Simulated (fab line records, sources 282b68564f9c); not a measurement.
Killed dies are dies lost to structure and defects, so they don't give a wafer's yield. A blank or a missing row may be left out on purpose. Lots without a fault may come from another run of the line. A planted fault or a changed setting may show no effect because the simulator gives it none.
fab line records | flow rit_cmos | part 2 of 2: steps 34 to 49 of 49
record lots=5 wafers=15 last_day=7
route steps=202 shown PWELL@40 WELLDRIVE@50 NWELL@51 NRETRO@53 PRETRO@64 GATE@75 FOX2@80
lots that met no fault: from a run of the same line without faults
start_h: hours from the record's first day to the start of the lot's first wafer shown | wait_h: hours since the lot's step before | " the same as in the row above | L1.1+2: a row that stands for several wafers | - no value, or no start given | * or withheld: withheld | < > ~ a bound
route shown NAME@n: a module of which the file shows steps, and the number in the route of the first | usual: mean/standard deviation of fault-free wafers | same: alike in all rows | chamber/n: place in a boat | sites: the reading at each site | _std_site: their standard deviation | _edge_site: outer sites' mean less inner sites' | radius_mm: how far each site lies from the wafer's centre | mask NAME#n: copy n | behind: the tool/chamber that last shaped the wafer | hold: why the lot was held/for how many hours/how that ended | device: the transistor (n, p or np) that didn't switch | end of line: the same wafers' tests at the end of the route | a step without rows: its recipe alone | killed: dies lost to structure and defects at the first sort, not the wafer's yield | map: a wafer's dies, x killed, . not, _ none there
set.NAME: the setting as run; set.NAME@STEP: as run at that earlier step | model.NAME: the simulator's own value behind a step, which no gauge read
lots at some steps of the route; a table a step, a row a wafer
services: from which hour (start_h, from the record's first day; less than 0 if before it) a tool's chamber was out of use, for how many hours, and why
## steps
# step RIT_PRETRO_STRIP_09
# recipe chemistry=O2 time_s=180 resist=NOVOLAK platen_temp_c=withheld power_w=500 pressure_mtorr=4000 o2_flow_sccm=4000
# usual drypump_motor_current_A=5.8/0.6
# columns lot.wafer tool chamber start_h wait_h drypump_motor_current_A rf_hours_counter_h
L079.1 plasma_asher-01 1 58.09 0.1 4.8 43
L079.3 " 0 " " 5.4 -
L079.6 " 1 " " 4.8 -
L082.2 plasma_asher-02 0 77.33 0.1 6.0 28
L082.4 " 0 " " 5.9 -
L082.5 " 0 " " 5.9 -
L088.1 plasma_asher-03 1 103.08 0.1 4.9 47
L088.4 " 0 " " 5.7 -
L088.6 " 1 " " 5.0 -
L092.2 plasma_asher-03 0 122.19 0.1 5.7 50
L092.4 " 1 " " 4.9 -
L092.6 " 0 " " 5.7 -
L095.3 plasma_asher-01 0 136.36 0.1 5.4 -
L095.4 " 1 " " 4.8 -
L095.6 " 0 " " 5.3 -
# step RIT_PRETRO_TW_MEAS_10
# usual PRETRO_TW=474.2/2.9
# columns lot.wafer tool chamber start_h wait_h PRETRO_TW
L079.1 film_metro-01 - 58.27 0.1 473.3
L079.3 " - " " 475.1
L079.6 " - " " 474.2
L082.2 film_metro-04 - 77.51 0.1 478.7
L082.4 " - " " 477.5
L082.5 " - " " 478.6
L088.1 film_metro-03 - 103.26 0.1 472.9
L088.4 " - " " 473.6
L088.6 " - " " 472.9
L092.2 film_metro-04 - 122.38 0.1 474.7
L092.4 " - " " 476.9
L092.6 " - " " 475.0
L095.3 film_metro-03 - 136.50 0.1 468.8
L095.4 " - " " 468.6
L095.6 " - " " 469.2
# step RIT_GATE_WET_ETCH_00
# recipe chemistry=BOE target=SiO2 target_depth_nm=56 time_s=60 dry=n2_spin dilution=10:1 temp_c=21.5
# columns lot.wafer tool chamber start_h wait_h
L079.1+3+6 wet_bench-03 0 58.33 0.1
L082.2+4+5 wet_bench-01 0 77.56 0.0
L088.1+4+6 wet_bench-02 0 103.32 0.1
L092.2+4+6 wet_bench-02 2 122.43 0.0
L095.3+4+6 wet_bench-03 2 136.54 0.0
# step RIT_GATE_CLEAN_01
# recipe chemistry=SC1 mix=3:3:50 time_s=600 temp_c=75
# columns lot.wafer tool chamber start_h wait_h
L079.1+3+6 wet_bench-02 1 58.35 0.0
L082.2+4+5 wet_bench-02 3 77.59 0.0
L088.1+4+6 wet_bench-01 1 103.34 0.0
L092.2+4+6 wet_bench-03 0 122.45 0.0
L095.3+4+6 wet_bench-02 1 136.56 0.0
# step RIT_GATE_CLEAN_02
# recipe chemistry=dHF dilution=50:1 time_s=30
# columns lot.wafer tool chamber start_h wait_h
L079.1+3+6 wet_bench-01 2 58.53 0.0
L082.2+4+5 wet_bench-01 3 77.78 0.0
L088.1+4+6 wet_bench-03 2 103.52 0.0
L092.2+4+6 wet_bench-01 3 122.80 0.0
L095.3+4+6 wet_bench-01 3 136.74 0.0
# step RIT_GATE_CLEAN_03
# recipe chemistry=SC2 mix=3:3:50 time_s=600 temp_c=75 dry=n2_spin
# columns lot.wafer tool chamber start_h wait_h
L079.1+3+6 wet_bench-03 0 58.54 0.0
L082.2+4+5 wet_bench-02 1 77.80 0.0
L088.1+4+6 wet_bench-02 0 103.54 0.0
L092.2+4+6 wet_bench-02 3 122.82 0.0
L095.3+4+6 wet_bench-03 3 136.75 0.0
# step RIT_GATE_CLEAN_04
# recipe chemistry=dHF dilution=50:1 time_s=60 dry=n2_spin
# columns lot.wafer tool chamber start_h wait_h
L079.1+3+6 wet_bench-02 3 58.72 0.0
L082.2+4+5 wet_bench-01 3 77.99 0.0
L088.1+4+6 wet_bench-03 0 103.71 0.0
L092.2+4+6 wet_bench-03 0 122.99 0.0
L095.3+4+6 wet_bench-02 2 136.93 0.0
# step RIT_FOX2_THK_MEAS_91
# recipe reads=SiO2_of_FOX2_OXIDATION_00
# usual FIELD_OXIDE_LEFT_2_THK=253/5.7
# columns lot.wafer tool chamber start_h wait_h FIELD_OXIDE_LEFT_2_THK[nm]
L079.1 film_metro-04 - 58.74 0.0 260
L079.3 " - " " 259
L079.6 " - " " 260
L082.2 film_metro-02 - 78.02 0.0 253
L082.4 " - " " 259
L082.5 " - " " 254
L088.1 film_metro-03 - 103.74 0.0 255
L088.4 " - " " 251
L088.6 " - " " 250
L092.2 film_metro-03 - 123.05 0.0 250
L092.4 " - " " 255
L092.6 " - " " 253
L095.3 film_metro-03 - 136.97 0.0 258
L095.4 " - " " 258
L095.6 " - " " 262
# step RIT_GATE_OXIDATION_05
# recipe temp_c=900 ambient=O2 target_thk_a=30 ox_time_s=270
# columns lot.wafer tool chamber start_h wait_h
L079.1+3+6 furnace-01 0 58.88 0.1
L082.2+4+5 furnace-01 0 78.07 0.0
L088.1+4+6 furnace-01 0 103.80 0.1
L092.2+4+6 furnace-04 0 123.49 0.4
L095.3+4+6 furnace-04 0 137.01 0.0
# step RIT_GATE_ANNEAL_06
# recipe temp_c=900 time_s=600 ambient=N2O
# columns lot.wafer tool chamber start_h wait_h
L079.1+3+6 furnace-01 0 59.95 0.0
L082.2+4+5 furnace-03 0 79.15 0.0
L088.1+4+6 furnace-01 0 104.87 0.0
L092.2+4+6 furnace-03 0 124.57 0.0
L095.3+4+6 furnace-01 0 138.74 0.6
# step RIT_GATE_THK_MEAS_07
# recipe reads=SiO2_of_GATE_OXIDATION_05
# usual GATE_OXIDE_THK=3.00/0.061
# columns lot.wafer tool chamber start_h wait_h GATE_OXIDE_THK[nm]
L079.1 film_metro-02 - 60.20 0.0 2.98
L079.3 " - " " 3.01
L079.6 " - " " 3.02
L082.2 film_metro-03 - 79.41 0.0 3.00
L082.4 " - " " 3.03
L082.5 " - " " 3.01
L088.1 film_metro-04 - 105.12 0.0 2.96
L088.4 " - " " 3.03
L088.6 " - " " 3.15
L092.2 film_metro-02 - 124.83 0.0 3.05
L092.4 " - " " 2.99
L092.6 " - " " 3.04
L095.3 film_metro-02 - 139.01 0.0 3.02
L095.4 " - " " 3.11
L095.6 " - " " 3.03
# step RIT_GATE_CVD_08
# recipe material=poly-Si target_thk_nm=250 temp_c=610 precursor=SiH4 time_s=2220 pressure_mtorr=300 sih4_flow_sccm=100
# columns lot.wafer tool chamber start_h wait_h
L079.1+3+6 lpcvd-02 0 60.26 0.1
L082.2+4+5 lpcvd-02 1 79.46 0.0
L088.1+4+6 lpcvd-01 1 105.18 0.1
L092.2+4+6 lpcvd-01 1 124.88 0.0
L095.3+4+6 lpcvd-01 0 139.05 0.0
# step RIT_GATE_THK_MEAS_09
# recipe reads=poly-Si_of_GATE_CVD_08
# usual GATE_POLY_THK=249.0/2.3
# columns lot.wafer tool chamber start_h wait_h GATE_POLY_THK[nm]
L079.1 film_metro-04 - 61.88 0.0 252.6
L079.3 " - " " 252.5
L079.6 " - " " 250.8
L082.2 film_metro-03 - 81.08 0.0 248.0
L082.4 " - " " 249.5
L082.5 " - " " 248.5
L088.1 film_metro-02 - 106.80 0.0 252.2
L088.4 " - " " 251.5
L088.6 " - " " 250.6
L092.2 film_metro-03 - 127.31 0.0 245.6
L092.4 " - " " 244.7
L092.6 " - " " 244.4
L095.3 film_metro-04 - 140.68 0.0 249.4
L095.4 " - " " 248.6
L095.6 " - " " 247.9
# step RIT_GATE_HMDS_10
# recipe prime_time_s=60 prime_temp_c=140
# columns lot.wafer tool chamber start_h wait_h
L079.1+3+6 litho_track-01 0 61.94 0.1
L082.2+4+5 litho_track-02 0 81.20 0.1
L088.1+4+6 litho_track-02 0 106.86 0.1
L092.2+4+6 litho_track-01 0 127.39 0.1
L095.3+4+6 litho_track-01 0 140.77 0.1
# step RIT_GATE_COAT_11
# recipe resist=NOVOLAK spin_rpm=4250 resist_thk_nm=866.1
# columns lot.wafer tool chamber start_h wait_h
L079.1+3+6 litho_track-01 0 62.09 0.1
L082.2+4+5 litho_track-02 0 81.35 0.1
L088.1+4+6 litho_track-02 0 107.01 0.1
L092.2+4+6 litho_track-01 0 127.54 0.1
L095.3+4+6 litho_track-01 0 140.92 0.1
# step RIT_GATE_SOFTBAKE_12
# recipe resist=NOVOLAK temp_c=90 time_s=60
# columns lot.wafer tool chamber start_h wait_h
L079.1+3+6 litho_track-01 0 62.24 0.1
L082.2+4+5 litho_track-02 0 81.50 0.1
L088.1+4+6 litho_track-02 0 107.16 0.1
L092.2+4+6 litho_track-01 0 127.69 0.1
L095.3+4+6 litho_track-01 0 141.07 0.1
## services
# columns tool chamber start_h hours kind
furnace-02 - 29.05 4.0 pm
plasma_asher-02 - 31.32 2.8 pm
lpcvd-02 - 34.97 2.8 pm
iline_stepper-01 - 37.26 26.9 repair
implanter-01 - 53.72 1.8 repair
implanter-04 - 54.87 3.8 pm
implanter-02 - 58.44 2.9 pm
plasma_asher-03 - 63.43 0.4 repair
iline_stepper-01 - 64.20 1.7 pm
iline_stepper-01 0 69.91 - calibration
implanter-02 - 78.32 2.1 repair
implanter-03 - 84.04 0.6 repair
furnace-02 - 91.54 3.4 pm
implanter-03 - 94.10 1.7 repair
iline_stepper-01 - 105.50 5.6 repair
plasma_asher-01 - 108.87 9.0 pm
plasma_asher-01 0 108.87 9.0 vent_cycle
plasma_asher-01 1 108.87 9.0 vent_cycle
plasma_asher-01 - 117.87 2.8 pm
plasma_asher-01 0 117.87 - clean
plasma_asher-01 1 117.87 - clean
plasma_asher-01 - 120.62 14.6 pm
implanter-04 - 121.91 3.4 repair
